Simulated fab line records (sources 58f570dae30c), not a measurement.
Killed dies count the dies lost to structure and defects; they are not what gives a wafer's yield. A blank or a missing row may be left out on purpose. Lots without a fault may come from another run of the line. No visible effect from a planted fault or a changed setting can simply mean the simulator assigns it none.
What tool caused it? / flow berkeley cmos170 / 13 lots, 39 wafers sampled, at 3 steps of a route of 331

## WHAT EACH GAUGE READ, for each wafer
UCB170_NWELL_OVL_MEAS_12.
lot=L176; measured=day 2 10:37; on=overlay-02; NWELL_OVL (nm)=0 -3 -6
lot=L177; measured=day 2 16:04; on=overlay-01; NWELL_OVL (nm)=8 -3 12
lot=L179; measured=day 2 21:22; on=overlay-01; NWELL_OVL (nm)=6 11 1
lot=L180; measured=day 3 06:46; on=overlay-01; NWELL_OVL (nm)=-3 4 6
lot=L181; measured=day 3 15:10; on=overlay-02; NWELL_OVL (nm)=6 10 9
lot=L186; measured=day 4 09:07; on=overlay-02; NWELL_OVL (nm)=12 5 1
lot=L187; measured=day 4 15:32; on=overlay-02; NWELL_OVL (nm)=-5 -6 -2
lot=L188; measured=day 4 21:02; on=overlay-01; NWELL_OVL (nm)=8 0 1
lot=L189; measured=day 5 02:26; on=overlay-02; NWELL_OVL (nm)=9 3 0
lot=L193; measured=day 6 01:52; on=overlay-02; NWELL_OVL (nm)=-5 5 -5
lot=L194; measured=day 6 05:49; on=overlay-01; NWELL_OVL (nm)=4 5 2
lot=L197; measured=day 6 16:53; on=overlay-01; NWELL_OVL (nm)=2 2 4
lot=L198; measured=day 6 17:27; on=overlay-01; NWELL_OVL (nm)=-1 5 -4

UCB170_M1_THK_MEAS_02: measures by xrf.
lot=L176; measured=day 6 21:14; on=film metro-02; M1_AL_THK (nm)=610 614 614
lot=L177; measured=day 7 16:31; on=film metro-03; M1_AL_THK (nm)=616 622 624
lot=L179; measured=day 8 01:41; on=film metro-03; M1_AL_THK (nm)=598 611 604
lot=L180; measured=day 8 01:55; on=film metro-04; M1_AL_THK (nm)=625 633 629
lot=L181; measured=day 8 20:14; on=film metro-03; M1_AL_THK (nm)=602 617 616
lot=L186; measured=day 9 14:55; on=film metro-04; M1_AL_THK (nm)=616 604 605
lot=L187; measured=day 10 00:42; on=film metro-04; M1_AL_THK (nm)=633 615 625
lot=L188; measured=day 9 22:05; on=film metro-04; M1_AL_THK (nm)=606 603 606
lot=L189; measured=day 9 22:04; on=film metro-03; M1_AL_THK (nm)=622 607 628
lot=L193; measured=day 11 00:02; on=film metro-04; M1_AL_THK (nm)=615 620 622
lot=L194; measured=day 10 23:49; on=film metro-02; M1_AL_THK (nm)=615 624 624
lot=L197; measured=day 11 15:11; on=film metro-02; M1_AL_THK (nm)=628 611 618
lot=L198; measured=day 11 14:26; on=film metro-03; M1_AL_THK (nm)=617 602 602

## TOOL THAT RAN EACH LOT (tool first, then ch and the chambers of the sampled wafers, then the start)
lot=L176; UCB170_PFIELD_STRIP_08=plasma asher-02 ch 0,1, day 4 05:33
lot=L177; UCB170_PFIELD_STRIP_08=plasma asher-03 ch 0,1, day 4 14:18
lot=L179; UCB170_PFIELD_STRIP_08=plasma asher-04 ch 0,1, day 5 04:01
lot=L180; UCB170_PFIELD_STRIP_08=plasma asher-03 ch 0,1, day 5 06:33
lot=L181; UCB170_PFIELD_STRIP_08=plasma asher-03 ch 0,1, day 5 18:08
lot=L186; UCB170_PFIELD_STRIP_08=plasma asher-04 ch 0, day 6 15:10
lot=L187; UCB170_PFIELD_STRIP_08=plasma asher-02 ch 0,1, day 6 22:26
lot=L188; UCB170_PFIELD_STRIP_08=plasma asher-03 ch 1, day 7 01:11
lot=L189; UCB170_PFIELD_STRIP_08=plasma asher-04 ch 0,1, day 7 01:29
lot=L193; UCB170_PFIELD_STRIP_08=plasma asher-03 ch 0,1, day 8 07:16
lot=L194; UCB170_PFIELD_STRIP_08=plasma asher-04 ch 0,1, day 8 07:44
lot=L197; UCB170_PFIELD_STRIP_08=plasma asher-02 ch 0,1, day 8 21:17
lot=L198; UCB170_PFIELD_STRIP_08=plasma asher-02 ch 0,1, day 8 21:50
- UCB170_PFIELD_STRIP_08: strips in O2.

## AS READ BY THE TOOLS THEMSELVES (means over the sampled wafers that have a number; for cases with no such wafer, the mark the record gives instead)
UCB170_PFIELD_STRIP_08.
lot=L176; tool=plasma asher-02; drypump motor current A (A)=5.1; oes product au (a.u.)=0.732; strip time to endpoint s (s)=21.67
lot=L177; tool=plasma asher-03; drypump motor current A (A)=5.7; oes product au (a.u.)=0.735; strip time to endpoint s (s)=21.59
lot=L179; tool=plasma asher-04; drypump motor current A (A)=5.9; oes product au (a.u.)=0.730; strip time to endpoint s (s)=21.77
lot=L180; tool=plasma asher-03; drypump motor current A (A)=5.9; oes product au (a.u.)=0.736; strip time to endpoint s (s)=21.52
lot=L181; tool=plasma asher-03; drypump motor current A (A)=6.0; oes product au (a.u.)=0.736; strip time to endpoint s (s)=21.62
lot=L186; tool=plasma asher-04; drypump motor current A (A)=6.2; oes product au (a.u.)=0.735; strip time to endpoint s (s)=21.59
lot=L187; tool=plasma asher-02; drypump motor current A (A)=5.0; oes product au (a.u.)=0.731; strip time to endpoint s (s)=21.67
lot=L188; tool=plasma asher-03; drypump motor current A (A)=5.5; oes product au (a.u.)=0.735; strip time to endpoint s (s)=21.60
lot=L189; tool=plasma asher-04; drypump motor current A (A)=6.1; oes product au (a.u.)=0.737; strip time to endpoint s (s)=21.59
lot=L193; tool=plasma asher-03; drypump motor current A (A)=5.7; oes product au (a.u.)=0.738; strip time to endpoint s (s)=21.65
lot=L194; tool=plasma asher-04; drypump motor current A (A)=5.9; oes product au (a.u.)=0.733; strip time to endpoint s (s)=21.58
lot=L197; tool=plasma asher-02; drypump motor current A (A)=5.1; oes product au (a.u.)=0.733; strip time to endpoint s (s)=21.64
lot=L198; tool=plasma asher-02; drypump motor current A (A)=5.0; oes product au (a.u.)=0.736; strip time to endpoint s (s)=21.59

## THE ANSWER, worked out from the rows above alone
Rule: usual is defined by the lots themselves. The widest of any qualifying gaps counts: lots, ordered by their means at a reading, are off when they make up no more than a third of the lots, leave a main group of 4 or more, and stand apart from it by 3 or more times the standard deviation of that group's means. A main group whose means are all the same, to the digits that the tables above print for the reading, isn't used. Also off: a lot with no number at a reading for which 4 or more lots have one. All remaining lots with rows at the step are treated as sound. After the gauges, taken in route order, come the tools' own readings; for these a lot's mean is taken, as printed above. The first step at which some lot is off is used, and at that step the reading that is off furthest; a lot without a number counts as furthest.
Nothing can be told from this: no lot is off at any reading shown.

## WHAT THE SIMULATOR PUT IN
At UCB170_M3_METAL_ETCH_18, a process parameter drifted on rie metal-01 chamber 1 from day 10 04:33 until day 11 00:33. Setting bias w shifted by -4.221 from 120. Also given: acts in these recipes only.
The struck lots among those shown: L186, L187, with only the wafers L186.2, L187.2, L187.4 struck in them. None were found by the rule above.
